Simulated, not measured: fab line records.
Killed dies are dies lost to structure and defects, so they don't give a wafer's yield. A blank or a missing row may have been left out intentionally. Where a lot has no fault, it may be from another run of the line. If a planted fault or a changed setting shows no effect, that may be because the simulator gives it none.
Problem report, 8D (eight disciplines) form, completed by code + flow berkeley cmos170 + the parts of the form that need people (team, actions taken, sign-off) are left out

== 1. THE ISSUE ==
Mean of developer temp C at UCB170_CONTACT_DEVELOP_14: 18.86 C across 6 wafers in 2 lots; on wafers with no fault it is 21.01 C (standard deviation 0.098). That puts it -22 standard deviations away from the usual mean.
The step: develop time 45 s.
Seen first at day 11 03:00 on litho track-01, wafer L991.3. At this step, 42 wafers from 14 lots have a number in the record. Rule for "out", or "out of limits": more than 4 standard deviations from the usual mean. All remaining wafers that have a number are taken as sound.

== 2. WHAT IT IS, AND WHAT IT ISN'T ==
| question                    | is                     | is not                                                                                 |
|-----------------------------|------------------------|----------------------------------------------------------------------------------------|
| which readings at this step | developer temp C       | -                                                                                      |
| which lots                  | L988, L991             | L975, L976, L977, L978, L979, L980, L981, L986, L993, L995, L997, L998                 |
| which wafers of those lots  | all that have a number | -                                                                                      |
| read on which tools         | litho track-01         | litho track-03, litho track-04                                                         |
| when                        | from day 11 03:00      | up to then (24 sound wafers); but 12 sound wafers of L993, L995, L997, L998 came after |

== 3. SUSPECTS, AND WHAT RULES EACH OUT ==
Counting: any tool at a process step up to the reading is kept as a suspect provided that every lot that is out went through it and no sound lot did after the first of them.
- litho track-01 at UCB170_CONTACT_DEVELOP_14 (develop time 45 s): kept. It processed each lot that is out, first L991 at day 11 03:00, and no sound lot thereafter; up to then, the last sound lot it processed was L986 at day 10 05:00. Out on those wafers are its own readings of developer temp C.
After counting, what remains is litho track-01 at UCB170_CONTACT_DEVELOP_14.

== 4. THE CAUSE (what the simulator had put in) ==
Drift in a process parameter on litho track-01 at UCB170_CONTACT_DEVELOP_14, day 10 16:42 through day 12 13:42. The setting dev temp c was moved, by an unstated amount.
The count eliminated every tool but this one.

== 5. THE EFFECT CHAIN, in route order ==
One row per reading whose mean, taken over the struck wafers that have a number, lies over 3 standard deviations from the usual. Readings are gone through only where the record gives a usual standard deviation; hours: the median, over the lots, of the time from a lot's start at the first step in this table giving one to that lot's start at this step; sigmas: the change measured in usual standard deviations.
| hours | step                      | reading          | usual   | on struck wafers | change | sigmas |
|-------|---------------------------|------------------|---------|------------------|--------|--------|
| 0     | UCB170_CONTACT_DEVELOP_14 | developer temp C | 21.01 C | 18.86            | -2.15  | -22    |
The process steps in it:
- UCB170_CONTACT_DEVELOP_14: develop time 45 s.

== 6. WHAT WOULD HAVE CAUGHT IT SOONER ==
First out-of-limits reading in this record: day 11 03:00, which is 10 hours after fault onset at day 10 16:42.
